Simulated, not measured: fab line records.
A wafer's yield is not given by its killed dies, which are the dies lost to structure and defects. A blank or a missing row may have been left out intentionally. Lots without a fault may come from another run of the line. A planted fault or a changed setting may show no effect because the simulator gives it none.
8D (eight disciplines) problem report, filled in by code ; flow rit_cmos ; the parts of the form that need people (team, actions taken, sign-off) are left out

## 1. WHAT IS WRONG
At RIT_ACTIVE_ETCH_13, run_length_s averages 300.9 s over 6 wafers from 2 lots, while fault-free wafers read 238.3 s, standard deviation 0.4. So: +99 or more standard deviations from the usual mean.
The step: etches Si3N4 in SF6, stops on SiO2, time 210 s, target depth 210 nm.
Earliest sighting: wafer L621.2 on rie_diel-04 at day 4 05:31. The record has a number at this step for 18 wafers belonging to 6 lots. Rule for "out", or "out of limits": more than 4 standard deviations from the usual mean. Any other wafer with a number is counted as sound.

## 2. WHAT IT IS, AND WHAT IT ISN'T
question;is;is not
which readings at this step;run_length_s, oes_product_au;drypump_motor_current_A, throttle_valve_pct
which lots;L621, L623;L615, L618, L626, L628
which wafers of those lots;all that have a number;-
read on which tools;rie_diel-04;rie_diel-01, rie_diel-02
when;from day 4 05:31;"up to then (6 sound wafers); but 6 sound wafers of L626, L628 came after"

## 3. THE SUSPECTS, EACH WITH WHAT RULES IT OUT
Counting: a tool at a process step up to the reading stays a suspect if it ran every lot that is out and no sound lot after the first of them.
- rie_diel-04 at RIT_ACTIVE_ETCH_13 (etches Si3N4 in SF6, stops on SiO2, time 210 s, target depth 210 nm): kept. Every lot that is out went through it, starting with L621 (day 4 05:31), and after that it ran no sound lot; the last sound lot it ran before then is L618 (day 3 13:57). Its own readings are out on those wafers: oes_product_au, run_length_s.
Left after counting: rie_diel-04 at RIT_ACTIVE_ETCH_13.

## 4. THE CAUSE (what the simulator had put in)
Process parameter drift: rie_diel-04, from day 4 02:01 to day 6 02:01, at RIT_ACTIVE_ETCH_13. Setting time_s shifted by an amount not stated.
This tool alone remained once counting was done.

## 5. THE CHAIN OF EFFECTS, in route order
Each row: a reading whose mean over the struck wafers that have a number lies more than 3 standard deviations from the usual. Readings are gone through only where the record gives a usual standard deviation; hours: the median, over the lots, of the time from a lot's start at the first step in this table giving one to that lot's start at this step; sigmas: the change measured in usual standard deviations.
hours;step;reading;usual;on struck wafers;change;sigmas
0;RIT_ACTIVE_ETCH_13;oes_product_au;0.832 a.u.;0.720;-0.112;-8.0
0;RIT_ACTIVE_ETCH_13;run_length_s;238.3 s;300.9;+62.6;+99 or more
Process steps it contains:
- RIT_ACTIVE_ETCH_13: etches Si3N4 in SF6, stops on SiO2, time 210 s, target depth 210 nm.
At these later measuring or inspecting steps, every struck wafer for which the step has a row has a number for every such reading, and none has moved that far: RIT_ACTIVE_CD_MEAS_90, RIT_FOX1_THK_MEAS_01, RIT_FOX2_THK_MEAS_01, RIT_FOX2_THK_MEAS_90.

## 6. HOW IT WOULD HAVE BEEN CAUGHT EARLIER
In this record no reading fell out of limits until day 4 05:31, 4 hours after the fault had begun at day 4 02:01.
